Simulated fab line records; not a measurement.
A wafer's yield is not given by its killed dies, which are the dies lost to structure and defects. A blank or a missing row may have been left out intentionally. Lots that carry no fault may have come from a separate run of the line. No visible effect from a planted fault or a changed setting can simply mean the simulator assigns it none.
Shared-tool check / flow berkeley cmos170 / Lots sampled 13, wafers sampled 39

REASON IT WAS OPENED
UCB170_NSD_TW_MEAS_10, reading NSD_TW: flagged on 1 of 13 lots. Fault-free wafers read 4221, with a standard deviation of 56.
Rule: a lot is flagged when every wafer of it that has a number lies more than 4 standard deviations from that mean, or none has a number. All remaining lots are regarded as sound.

lot=L960; measured=day 7 16:46; on=film metro-01; NSD_TW, wafer by wafer=4323 4296 4295; flag=
lot=L962; measured=day 7 22:26; on=film metro-04; NSD_TW, wafer by wafer=4205 4199 4197; flag=
lot=L963; measured=day 8 15:07; on=film metro-04; NSD_TW, wafer by wafer=4197 4204 4186; flag=
lot=L964; measured=day 8 15:14; on=film metro-03; NSD_TW, wafer by wafer=30 30 30; flag=FLAGGED
lot=L969; measured=day 9 11:31; on=film metro-04; NSD_TW, wafer by wafer=4212 4233 4213; flag=
lot=L974; measured=day 10 11:35; on=film metro-01; NSD_TW, wafer by wafer=4275 4263 4262; flag=
lot=L977; measured=day 10 23:50; on=film metro-03; NSD_TW, wafer by wafer=4157 4133 4155; flag=
lot=L978; measured=day 10 23:56; on=film metro-01; NSD_TW, wafer by wafer=4264 4278 4271; flag=
lot=L975; measured=day 11 00:10; on=film metro-03; NSD_TW, wafer by wafer=4122 4133 4156; flag=
lot=L979; measured=day 11 00:17; on=film metro-01; NSD_TW, wafer by wafer=4267 4268 4265; flag=
lot=L980; measured=day 11 22:41; on=film metro-04; NSD_TW, wafer by wafer=4245 4220 4208; flag=
lot=L981; measured=day 11 22:50; on=film metro-01; NSD_TW, wafer by wafer=4259 4223 4269; flag=
lot=L983; measured=day 12 13:08; on=film metro-01; NSD_TW, wafer by wafer=4286 4269 4279; flag=
Average over the flagged lots: 30; offset from the usual -4191, equal to -75 standard deviations.

LOT BY LOT: THE TOOL USED
The record keeps 1 process step preceding the reading, out of 331 steps on the route. Cell contents, in order: the tool; ch with the chambers the sampled wafers went through; the start.
lot=L960; flag=; UCB170_NSD_EXPOSE_03=krf scanner-01 ch 0, day 7 15:58
lot=L962; flag=; UCB170_NSD_EXPOSE_03=krf scanner-02 ch 0, day 7 21:25
lot=L963; flag=; UCB170_NSD_EXPOSE_03=krf scanner-01 ch 0, day 8 14:14
lot=L964; flag=FLAGGED; UCB170_NSD_EXPOSE_03=krf scanner-01 ch 0, day 8 14:21
lot=L969; flag=; UCB170_NSD_EXPOSE_03=krf scanner-02 ch 0, day 9 10:40
lot=L974; flag=; UCB170_NSD_EXPOSE_03=krf scanner-02 ch 0, day 10 10:48
lot=L977; flag=; UCB170_NSD_EXPOSE_03=krf scanner-02 ch 0, day 10 22:53
lot=L978; flag=; UCB170_NSD_EXPOSE_03=krf scanner-01 ch 0, day 10 23:10
lot=L975; flag=; UCB170_NSD_EXPOSE_03=krf scanner-02 ch 0, day 10 23:22
lot=L979; flag=; UCB170_NSD_EXPOSE_03=krf scanner-02 ch 0, day 10 23:29
lot=L980; flag=; UCB170_NSD_EXPOSE_03=krf scanner-01 ch 0, day 11 21:25
lot=L981; flag=; UCB170_NSD_EXPOSE_03=krf scanner-01 ch 0, day 11 21:34
lot=L983; flag=; UCB170_NSD_EXPOSE_03=krf scanner-02 ch 0, day 12 11:54
These steps, and what they do:
- UCB170_NSD_EXPOSE_03: exposes mask NSELECT MOD, target cd 1200 nm.
- UCB170_NSD_TW_MEAS_10

FLAGGED OVER TOTAL, TOOL BY TOOL (the gauges that took the reading come last)
step=UCB170_NSD_EXPOSE_03; tool=krf scanner-01; lots run=6; flagged=1; share of the flagged lots=all; sound lots run after its first flagged lot=3 (L978,L980,L981)
step=UCB170_NSD_EXPOSE_03; tool=krf scanner-02; lots run=7; flagged=0; share of the flagged lots=none; sound lots run after its first flagged lot=-
step=UCB170_NSD_TW_MEAS_10; tool=film metro-01; lots run=6; flagged=0; share of the flagged lots=none; sound lots run after its first flagged lot=-
step=UCB170_NSD_TW_MEAS_10; tool=film metro-03; lots run=3; flagged=1; share of the flagged lots=all; sound lots run after its first flagged lot=2 (L977,L975)
step=UCB170_NSD_TW_MEAS_10; tool=film metro-04; lots run=4; flagged=0; share of the flagged lots=none; sound lots run after its first flagged lot=-

THE TABLE: WHAT IT ALLOWS
Table rows that saw every flagged lot: 2, namely krf scanner-01 at UCB170_NSD_EXPOSE_03 and film metro-03 at UCB170_NSD_TW_MEAS_10.
- krf scanner-01 at UCB170_NSD_EXPOSE_03: 1 of its 6 lots flagged. After the first flagged lot (L978, L980, L981), sound lots still ran on it; a lasting fault on the whole tool would not permit that.
- film metro-03 at UCB170_NSD_TW_MEAS_10: 1 of its 3 lots flagged. After the first flagged lot (L977, L975), sound lots still ran on it; a lasting fault on the whole tool would not permit that.
Every row of the table either missed a flagged lot or ran a sound lot after the first.

WHAT THE SIMULATOR HAD INSERTED
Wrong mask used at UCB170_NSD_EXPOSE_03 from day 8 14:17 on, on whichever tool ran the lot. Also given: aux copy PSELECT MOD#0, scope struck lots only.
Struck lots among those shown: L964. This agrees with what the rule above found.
